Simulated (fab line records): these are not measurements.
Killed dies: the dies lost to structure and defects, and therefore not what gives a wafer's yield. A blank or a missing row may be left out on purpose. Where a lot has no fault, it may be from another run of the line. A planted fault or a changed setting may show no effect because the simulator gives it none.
Which tool did it? -- flow berkeley-cmos170 -- 14 lots, 42 wafers sampled, at 5 steps of a route of 331

WHAT EACH GAUGE READ, for each wafer
UCB170_SACOX_THK_MEAS_02.
lot,measured,on,SACOX_OXIDE_THK (nm)
L419,day 4 20:25,film-metro-04,14.33 14.45 14.19
L424,day 5 22:00,film-metro-04,14.41 14.24 14.12
L426,day 6 10:30,film-metro-01,13.95 14.16 14.08
L425,day 6 10:29,film-metro-04,14.21 14.53 14.67
L428,day 7 00:11,film-metro-04,14.32 14.46 14.07
L429,day 7 04:41,film-metro-01,14.14 14.33 14.43
L430,day 7 04:41,film-metro-04,14.47 14.58 14.36
L431,day 7 16:48,film-metro-02,14.29 14.51 14.35
L433,day 7 20:01,film-metro-01,14.34 14.40 14.62
L432,day 7 20:01,film-metro-02,14.39 14.42 14.31
L435,day 8 19:39,film-metro-02,14.75 14.91 14.87
L436,day 8 23:58,film-metro-04,14.65 14.36 14.71
L441,day 9 23:51,film-metro-04,14.29 14.24 14.17
L440,day 9 23:50,film-metro-01,14.44 14.80 14.53

UCB170_GATE_THK_MEAS_02.
lot,measured,on,GATE_OXIDE_THK (nm)
L419,day 5 09:18,film-metro-01,6.56 6.43 6.39
L424,day 6 20:07,film-metro-01,6.61 6.70 6.53
L426,day 7 03:32,film-metro-01,6.56 6.52 6.49
L425,day 7 03:31,film-metro-04,6.56 6.48 6.50
L428,day 7 18:19,film-metro-01,6.49 6.56 6.52
L429,day 7 22:38,film-metro-02,6.54 6.48 6.60
L430,day 7 22:38,film-metro-04,6.62 6.64 6.69
L431,day 8 11:28,film-metro-04,6.51 6.62 6.60
L433,day 8 11:28,film-metro-02,6.72 6.63 6.75
L432,day 8 15:11,film-metro-01,6.68 6.62 6.76
L435,day 9 16:43,film-metro-04,6.50 6.55 6.56
L436,day 9 16:44,film-metro-02,6.72 6.67 6.68
L441,day 10 13:58,film-metro-04,6.33 6.27 6.29
L440,day 10 13:58,film-metro-02,6.30 6.24 6.32

UCB170_SDANNEAL_RS_MEAS_04: measurement is done with a four-point probe.
lot,measured,on,PLDD_RS (ohm/sq)
L419,day 6 10:26,film-metro-02,1030.5 1034.2 1033.8
L424,day 7 17:24,film-metro-01,1033.2 1029.1 1033.0
L426,day 8 03:12,film-metro-02,1035.0 1032.7 1031.9
L425,day 8 03:36,film-metro-01,1030.5 1034.3 1029.4
L428,day 8 21:52,film-metro-01,1036.0 1037.3 1034.0
L429,day 8 22:38,film-metro-02,1029.2 1028.7 1031.7
L430,day 8 22:31,film-metro-03,1029.0 1027.4 1032.1
L431,day 9 16:05,film-metro-03,1034.3 1033.1 1031.8
L433,day 9 15:45,film-metro-02,1031.6 1031.5 1032.5
L432,day 9 16:24,film-metro-02,1035.5 1033.6 1033.0
L435,day 10 16:13,film-metro-02,1071.0 1068.9 1067.1
L436,day 10 16:05,film-metro-01,1038.3 1037.2 1033.4
L441,day 11 11:15,film-metro-01,1073.0 1071.9 1071.9
L440,day 11 10:08,film-metro-03,1032.7 1030.2 1031.2

WHICH TOOL RAN EACH LOT (tool, then ch and the chambers of the sampled wafers, then the start)
lot,UCB170_PWELL_ETCH_14,UCB170_PLDD_IMPLANT_08
L419,"rie-diel-03 ch 2,3, day 2 22:03","implanter-02 ch 0, day 5 19:50"
L424,"rie-diel-03 ch 0,1,2, day 3 22:02","implanter-02 ch 0, day 7 05:56"
L426,"rie-diel-01 ch 1,2, day 4 13:37","implanter-01 ch 0, day 7 13:22"
L425,"rie-diel-02 ch 0,2, day 4 13:53","implanter-04 ch 0, day 7 13:28"
L428,"rie-diel-03 ch 0,2, day 4 22:09","implanter-02 ch 0, day 8 04:23"
L429,"rie-diel-01 ch 0,1, day 5 02:08","implanter-04 ch 0, day 8 10:05"
L430,"rie-diel-03 ch 0,2, day 5 02:13","implanter-02 ch 0, day 8 10:20"
L431,"rie-diel-03 ch 1,2, day 5 08:59","implanter-01 ch 0, day 9 00:51"
L433,"rie-diel-01 ch 0,2, day 5 13:42","implanter-04 ch 0, day 9 00:18"
L432,"rie-diel-03 ch 0,1,3, day 5 13:57","implanter-02 ch 0, day 9 01:04"
L435,"rie-diel-01 ch 0,3, day 6 10:29","implanter-02 ch 0, day 10 04:12"
L436,"rie-diel-03 ch 0,2, day 6 16:04","implanter-04 ch 0, day 10 02:30"
L441,"rie-diel-02 ch 1,2, day 7 15:59","implanter-02 ch 0, day 11 00:27"
L440,"rie-diel-01 ch 0,1,3, day 7 16:26","implanter-04 ch 0, day 11 00:09"
- UCB170_PWELL_ETCH_14: etches Si3N4 in CH3F/Ar/O2, stops on SiO2, target depth 242 nm, time 151 s.
- UCB170_PLDD_IMPLANT_08

AS READ BY THE TOOLS THEMSELVES (means over the sampled wafers that have a number; for cases with no such wafer, the mark the record gives instead)
UCB170_PWELL_ETCH_14.
lot,tool,chamber-pressure-mTorr (mTorr),drypump-motor-current-A (A),oes-product-au (a.u.),throttle-valve-pct (%)
L419,rie-diel-03,50.02,5.6,0.942,7.98
L424,rie-diel-03,50.05,5.9,0.934,8.04
L426,rie-diel-01,49.99,4.9,0.932,8.25
L425,rie-diel-02,50.00,5.7,0.947,8.04
L428,rie-diel-03,50.00,5.8,0.938,8.14
L429,rie-diel-01,50.01,5.0,0.915,8.23
L430,rie-diel-03,50.00,5.8,0.938,8.14
L431,rie-diel-03,50.05,5.9,0.922,8.01
L433,rie-diel-01,50.01,5.2,0.948,8.21
L432,rie-diel-03,49.98,5.8,0.936,7.92
L435,rie-diel-01,50.00,5.5,0.939,8.17
L436,rie-diel-03,49.98,5.9,0.943,8.05
L441,rie-diel-02,49.95,5.8,0.944,8.15
L440,rie-diel-01,50.02,5.3,0.934,8.19

UCB170_PLDD_IMPLANT_08.
lot,tool,dose-ions-cm2,faraday-current-uA
L419,implanter-02,5.005e+13,161.8
L424,implanter-02,5.000e+13,159.4
L426,implanter-01,4.997e+13,159.4
L425,implanter-04,4.995e+13,160.0
L428,implanter-02,5.004e+13,159.4
L429,implanter-04,4.988e+13,161.3
L430,implanter-02,4.999e+13,157.9
L431,implanter-01,5.002e+13,158.0
L433,implanter-04,4.999e+13,160.5
L432,implanter-02,4.995e+13,158.5
L435,implanter-02,4.493e+13,141.3
L436,implanter-04,5.007e+13,155.7
L441,implanter-02,4.493e+13,144.2
L440,implanter-04,5.003e+13,156.0

THE ANSWER, worked out from the rows above alone
Rule: the lots themselves supply what counts as usual. The widest of any qualifying gaps counts: lots, ordered by their means at a reading, are off when they make up no more than a third of the lots, leave a main group of 4 or more, and stand apart from it by 3 or more times the standard deviation of that group's means. The tables above print the reading to a certain number of digits; a main group whose means all agree to those digits is not used. A lot without any number at a reading at which 4 lots or more have one is off too. Any other lot the step has rows for is counted as sound. Order of review: gauges by route order, followed by the tools' own readings, for which a lot's mean as printed above is used. At the first step where some lot is off, the reading lying furthest off is the one used; lots without a number count as furthest.
Off: L435, L441, seen at UCB170_SDANNEAL_RS_MEAS_04 (PLDD_RS). The main group: mean 1032.6 ohm/sq, standard deviation 2.
A tool fits if, at a process step before that reading, it ran every lot that is off, and no sound lot after the first of them. The gauges at UCB170_SDANNEAL_RS_MEAS_04 aren't tried: what is off there is off at UCB170_PLDD_IMPLANT_08 too, on other tools, and a gauge's error can't cause that. One fits: UCB170_PLDD_IMPLANT_08 on implanter-02. A fault onset in the window from L432 (day 9 01:04, its last sound lot) to L435 (day 10 04:12, its first lot off) fits.
The tool's own readings at UCB170_PLDD_IMPLANT_08 bear it out: on the lots that are off they differ by more than 5 times the standard deviation of the sound lots' means. dose-ions-cm2 reads 4.493e+13 there against 5.000e+13 on the sound lots; faraday-current-uA reads 142.8 there against 159.0 on the sound lots.

WHAT HAD BEEN PUT IN BY THE SIMULATOR
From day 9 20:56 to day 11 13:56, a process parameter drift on implanter-02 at UCB170_PLDD_IMPLANT_08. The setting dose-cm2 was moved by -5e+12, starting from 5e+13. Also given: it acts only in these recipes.
Shown lots that were struck: L435, L441. The rule above reached the same finding.
